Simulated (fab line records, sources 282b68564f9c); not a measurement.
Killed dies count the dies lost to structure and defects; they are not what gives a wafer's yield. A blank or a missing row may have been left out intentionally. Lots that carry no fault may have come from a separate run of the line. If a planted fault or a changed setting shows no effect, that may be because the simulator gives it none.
Comparing a struck lot with a sound one    flow rit-cmos    27 steps out of a route of 202
Sound: the wafers L639.2, L639.3, L639.4. Struck: wafer L644.1 (left out: L644.2, L644.3 of the same lot, which were not struck); the cause appears at the end.
Per side, at each step with rows, come the tool, then ch with its chambers, and then its first start. Under that, the readings that differ: sound wafers    struck wafers    difference of the means    sigmas: that difference in standard deviations of wafers without a fault.
alike: words and numbers the same on both sides, and readings whose means are apart by under 2 such deviations; not compared: readings that were withheld, readings missing a value for some wafer, numbers with overlapping values and no deviation given by the record, and bounds like >300 which may hide the same value.
Wherever a step has rows on one side only, a row that says differs or no value, or a row with sigmas, the two part there. Numbers that have no deviation but don't overlap get no sigmas and don't part them. A reading missing from all wafers of one side parts the sides only when that side holds two or more wafers.

first, 1 step without rows for these wafers: RIT_ACTIVE_OXIDATION_01 (target thk 46.8 nm, ox time 3317 s).
RIT_ACTIVE_THK_MEAS_02:
  sound on film-metro-02, day 2 20:37; struck on film-metro-04, day 3 19:28
  alike: ACTIVE_OXIDE_THK
then, 1 step without rows for these wafers: RIT_ACTIVE_CVD_03 (deposits Si3N4 from SiH2Cl2/NH3, target thk 150 nm, time 1500 s).
RIT_ACTIVE_THK_MEAS_04:
  sound on film-metro-02, day 2 22:05; struck on film-metro-04, day 3 20:57
  alike: ACTIVE_NITRIDE_THK
then, 6 steps without rows for these wafers: RIT_ACTIVE_HMDS_05 (prime time 60 s); RIT_ACTIVE_COAT_06 (resist thk 1000 nm); RIT_ACTIVE_SOFTBAKE_07 (time 60 s); RIT_ACTIVE_EXPOSE_08 (exposes mask M1, target cd 1400 nm); RIT_ACTIVE_PEB_09; RIT_ACTIVE_DEVELOP_10 (develop time 50 s).
RIT_ACTIVE_CD_MEAS_11: target cd 1400 nm.
  sound on cd-sem-01, day 2 23:08; struck on cd-sem-02, day 3 21:59
  alike: cd-nm
then, 1 step without rows for these wafers: RIT_ACTIVE_HARDBAKE_12 (time 60 s).
RIT_ACTIVE_ETCH_13: etches Si3N4 in SF6, stops on SiO2, time 210 s, target depth 210 nm.
  sound on rie-diel-03 ch 0,1,3, day 2 23:31; struck on rie-diel-03 ch 0, day 3 22:16
reading                                        sound              struck  difference  sigmas
rf-fwd-power-W (W)                             124.5 124.7 124.0  144.4   +20.0       +57
model.NOVOLAK_of_ACTIVE_COAT_06.thk-nm (nm)    654.3 649.8 640.9  602.1   -46.2       
model.SiO2_of_ACTIVE_OXIDATION_01.thk-nm (nm)  46.48 45.07 42.81  32.22   -12.57      
model.ACTIVE.feature-depth-nm (nm)             152.6 153 154.8    168.8   +15.3       
  alike: drypump-motor-current-A, oes-product-au, throttle-valve-pct
  not compared: rf-hours-counter-h
RIT_ACTIVE_STRIP_14: strips in O2, time 180 s.
  sound on plasma-asher-03 ch 0,1, day 2 23:38; struck on plasma-asher-03 ch 1, day 3 22:23
  alike: drypump-motor-current-A
  not compared: rf-hours-counter-h
RIT_ACTIVE_CD_MEAS_90: target cd 1400 nm.
  sound on cd-sem-01, day 2 23:50; struck on cd-sem-01, day 3 22:34
  alike: cd-nm
then, 4 steps without rows for these wafers: RIT_ACTIVE_CLEAN_15 (cleans in SC1, time 600 s); RIT_ACTIVE_CLEAN_16 (cleans in dHF, time 30 s); RIT_ACTIVE_CLEAN_17 (cleans in SC2, time 600 s); RIT_FOX1_OXIDATION_00 (target thk 350.7 nm, ox time 1130 s).
RIT_FOX1_THK_MEAS_01:
  sound on film-metro-02, day 3 03:29; struck on film-metro-03, day 4 02:00
  alike: FOX1_OXIDE_THK
then, 2 steps without rows for these wafers: RIT_FOX1_WET_ETCH_02 (etches SiO2 in BOE, target depth 350 nm, time 390 s); RIT_FOX2_OXIDATION_00 (target thk 350.7 nm, ox time 1082 s).
RIT_FOX2_THK_MEAS_01:
  sound on film-metro-03, day 3 07:16; struck on film-metro-02, day 4 03:29
  alike: FOX2_OXIDE_THK
then, 1 step without rows for these wafers: RIT_FOX2_CLEAN_02 (cleans in dHF, time 180 s).
RIT_FOX2_WET_ETCH_03: etches Si3N4 in H3PO4, target depth 195 nm, time 2700 s.
  sound on wet-bench-04 ch 3, day 3 07:22; struck on wet-bench-03 ch 2, day 4 03:37
reading                                        sound              struck  difference  sigmas
model.SiO2_of_ACTIVE_OXIDATION_01.thk-nm (nm)  41.26 40.03 38.02  28.66   -11.11      
RIT_FOX2_THK_MEAS_90:
  sound on film-metro-04, day 3 08:08; struck on film-metro-04, day 4 04:22
  alike: FIELD_OXIDE_LEFT_1_THK
RIT_M1_PROBE_99:
  sound on prober-01, day 4 23:41; struck on prober-02, day 5 21:44
reading             sound  struck  difference  sigmas
killed_at_M0_to_M3  0 0 1  0       +0          -3
  alike: killed-at-contacts, killed-at-front-end, killed-dies, killed-open, killed-short

== WHERE THEY PART ==
At RIT_ACTIVE_ETCH_13 first; at RIT_M1_PROBE_99 last (within this record only).

WHY: what the simulator had put in
rie-diel-03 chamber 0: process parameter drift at RIT_ACTIVE_ETCH_13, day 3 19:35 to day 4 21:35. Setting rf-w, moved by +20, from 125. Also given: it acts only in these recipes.
